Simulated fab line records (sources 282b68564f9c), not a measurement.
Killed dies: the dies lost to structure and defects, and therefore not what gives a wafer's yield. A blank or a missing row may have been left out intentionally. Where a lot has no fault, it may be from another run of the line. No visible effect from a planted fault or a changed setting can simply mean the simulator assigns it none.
Problem report, 8D (eight disciplines) form, completed by code | flow ritCmos | the parts of the form that need people (team, actions taken, sign-off) are left out

1. WHAT IS WRONG
Wafers free of any fault read 3443 (standard deviation 21) for PSD_TW at RIT_PSD_TW_MEAS_10, against a mean of 3563 on 9 wafers of 3 lots. Measured from the usual mean, that is +5.7 standard deviations.
Earliest sighting: wafer L481.1 on filmMetro-03 at day 6 06:15. At this step, 45 wafers from 15 lots have a number in the record. Rule for "out" (also "out of limits"): further than 4 standard deviations from the usual mean. Any other wafer with a number is counted as sound.

2. WHAT THIS IS AND IS NOT
question                    | is                         | is not
which readings at this step | PSD_TW                     | -
which lots                  | L481, L482, L485           | L469, L473, L474, L475, L476, L477, L483, L487, L488, L490, L491, L492
which wafers of those lots  | all that have a number     | -
read on which gauges        | filmMetro-02, filmMetro-03 | filmMetro-04
when                        | from day 6 06:15           | up to then (18 sound wafers); but 18 sound wafers of L483, L487, L488, L490, L491, L492 came after

3. WHAT RULES OUT EACH SUSPECT
Counting: any tool at a process step up to the reading is kept as a suspect provided that every lot that is out went through it and no sound lot did after the first of them.
- the gauge at RIT_PSD_TW_MEAS_10 has been ruled out. The wafers that are out were read on 2 gauges (filmMetro-02, filmMetro-03).
- implanter-02 at RIT_PSD_IMPLANT_08: kept. It processed each lot that is out, first L481 at day 6 05:55, and no sound lot thereafter; up to then, the last sound lot it processed was L476 at day 4 14:29. Its own beamEnergyKeV readings are out on those wafers.
After counting, what remains is implanter-02 at RIT_PSD_IMPLANT_08.

4. THE CAUSE (what the simulator had put in)
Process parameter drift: implanter-02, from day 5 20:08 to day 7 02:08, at RIT_PSD_IMPLANT_08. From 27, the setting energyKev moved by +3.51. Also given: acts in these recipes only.
The count eliminated every tool but this one.

5. THE CHAIN OF EFFECTS, in route order
Rows list readings where the struck wafers' mean (over those with a number) sits beyond 3 standard deviations from the usual. Scope: only readings with a usual standard deviation given in the record; hours: median across lots of the time from each lot's start at the first step in this table that gives one to its start at this step; sigmas: change in usual standard deviations.
hours | step                    | reading       | usual         | on struck wafers | change | sigmas
0     | RIT_PSD_IMPLANT_08      | beamEnergyKeV | 27.001        | 30.508           | +3.507 | +99 or more
0     | RIT_PSD_TW_MEAS_10      | PSD_TW        | 3443          | 3563             | +120   | +5.7
4     | RIT_SDANNEAL_RS_MEAS_04 | PSD_RS        | 116.06 ohm/sq | 108.92           | -7.14  | -25
Process steps it contains:
- RIT_PSD_IMPLANT_08

6. HOW IT WOULD HAVE BEEN CAUGHT EARLIER
In this record the first reading out of limits at a measuring or inspecting step was taken at day 6 06:15, 10 hours after the fault began at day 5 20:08.
The tool's own readings at RIT_PSD_IMPLANT_08 were out on every struck wafer that the step has a row for (beamEnergyKeV): an alarm limit on them would have fired on the first of those.
Of the lots that are out (3), L482, L485 began RIT_PSD_IMPLANT_08 on implanter-02 after day 6 06:15. A hold on the tool at that time would have spared those 2.
